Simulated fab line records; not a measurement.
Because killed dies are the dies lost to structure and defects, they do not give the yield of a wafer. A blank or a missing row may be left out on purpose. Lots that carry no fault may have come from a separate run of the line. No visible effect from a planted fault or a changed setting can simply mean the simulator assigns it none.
What tool caused it? || flow berkeley_cmos170 || 7 lots with 21 wafers sampled at 4 steps, on a route of 331 steps

== WHAT THE GAUGES READ, wafer by wafer ==
UCB170_NLDD_TW_MEAS_11.
{"lot": "L841", "measured": "day 6 09:46", "on": "film_metro-03", "NLDD_TW": "2218 2222 2220"}
{"lot": "L843", "measured": "day 6 23:50", "on": "film_metro-02", "NLDD_TW": "2192 2198 2182"}
{"lot": "L847", "measured": "day 8 02:41", "on": "film_metro-02", "NLDD_TW": "2188 2178 2181"}
{"lot": "L854", "measured": "day 9 05:08", "on": "film_metro-04", "NLDD_TW": "2233 2227 2222"}
{"lot": "L856", "measured": "day 9 08:21", "on": "film_metro-04", "NLDD_TW": "30 30 30 30 30 30"}
{"lot": "L861", "measured": "day 10 19:07", "on": "film_metro-04", "NLDD_TW": "2216 2207 2216"}
{"lot": "L863", "measured": "day 10 18:34", "on": "film_metro-02", "NLDD_TW": "2174 2170 2187"}

== TOOL THAT RAN EACH LOT (tool first, then ch and the chambers of the sampled wafers, then the start) ==
{"lot": "L841", "UCB170_ZERO_STRIP_07": "plasma_asher-02 ch 0,1, day 1 22:34", "UCB170_PLDD_STRIP_10": "plasma_asher-01 ch 0,1, day 6 07:44", "UCB170_NLDD_STRIP_10": "plasma_asher-03 ch 1, day 6 09:39"}
{"lot": "L843", "UCB170_ZERO_STRIP_07": "plasma_asher-02 ch 0,1, day 2 09:07", "UCB170_PLDD_STRIP_10": "plasma_asher-04 ch 0,1, day 6 21:46", "UCB170_NLDD_STRIP_10": "plasma_asher-04 ch 0,1, day 6 23:44"}
{"lot": "L847", "UCB170_ZERO_STRIP_07": "plasma_asher-04 ch 0,1, day 3 07:34", "UCB170_PLDD_STRIP_10": "plasma_asher-01 ch 0,1, day 8 00:25", "UCB170_NLDD_STRIP_10": "plasma_asher-03 ch 0,1, day 8 02:35"}
{"lot": "L854", "UCB170_ZERO_STRIP_07": "plasma_asher-04 ch 0,1, day 4 19:14", "UCB170_PLDD_STRIP_10": "plasma_asher-02 ch 0,1, day 9 00:53", "UCB170_NLDD_STRIP_10": "plasma_asher-04 ch 0,1, day 9 05:02"}
{"lot": "L856", "UCB170_ZERO_STRIP_07": "plasma_asher-04 ch 0,1, day 5 02:20", "UCB170_PLDD_STRIP_10": "plasma_asher-01 ch 0,1, day 9 05:52", "UCB170_NLDD_STRIP_10": "plasma_asher-03 ch 0,1, day 9 08:14"}
{"lot": "L861", "UCB170_ZERO_STRIP_07": "plasma_asher-04 ch 0,1, day 6 05:07", "UCB170_PLDD_STRIP_10": "plasma_asher-01 ch 0, day 10 16:14", "UCB170_NLDD_STRIP_10": "plasma_asher-03 ch 0, day 10 19:01"}
{"lot": "L863", "UCB170_ZERO_STRIP_07": "plasma_asher-04 ch 0,1, day 6 16:18", "UCB170_PLDD_STRIP_10": "plasma_asher-04 ch 0, day 10 16:04", "UCB170_NLDD_STRIP_10": "plasma_asher-01 ch 0,1, day 10 18:28"}
- UCB170_ZERO_STRIP_07: strips in O2.
- UCB170_PLDD_STRIP_10: strips in O2.
- UCB170_NLDD_STRIP_10: strips in O2.

== THE ANSWER, worked out from the rows above alone ==
Rule: usual is defined by the lots themselves. The widest of any qualifying gaps counts: lots, ordered by their means at a reading, are off when they make up no more than a third of the lots, leave a main group of 4 or more, and stand apart from it by 3 or more times the standard deviation of that group's means. Not used: any main group whose means are identical at the precision the tables above print for the reading. Also off: a lot with no number at a reading for which 4 or more lots have one. Any other lot the step has rows for is counted as sound.
Off: at UCB170_NLDD_TW_MEAS_11 (NLDD_TW), L856. The main group has a mean of 2202 with a standard deviation of 19.
If a tool, at a process step before that reading, ran all the lots that are off and no sound lot after the first of them, it fits. Those tools and the gauges at UCB170_NLDD_TW_MEAS_11 are tried in the same way. Of those tried, none fits.

== WHAT THE SIMULATOR HAD INSERTED ==
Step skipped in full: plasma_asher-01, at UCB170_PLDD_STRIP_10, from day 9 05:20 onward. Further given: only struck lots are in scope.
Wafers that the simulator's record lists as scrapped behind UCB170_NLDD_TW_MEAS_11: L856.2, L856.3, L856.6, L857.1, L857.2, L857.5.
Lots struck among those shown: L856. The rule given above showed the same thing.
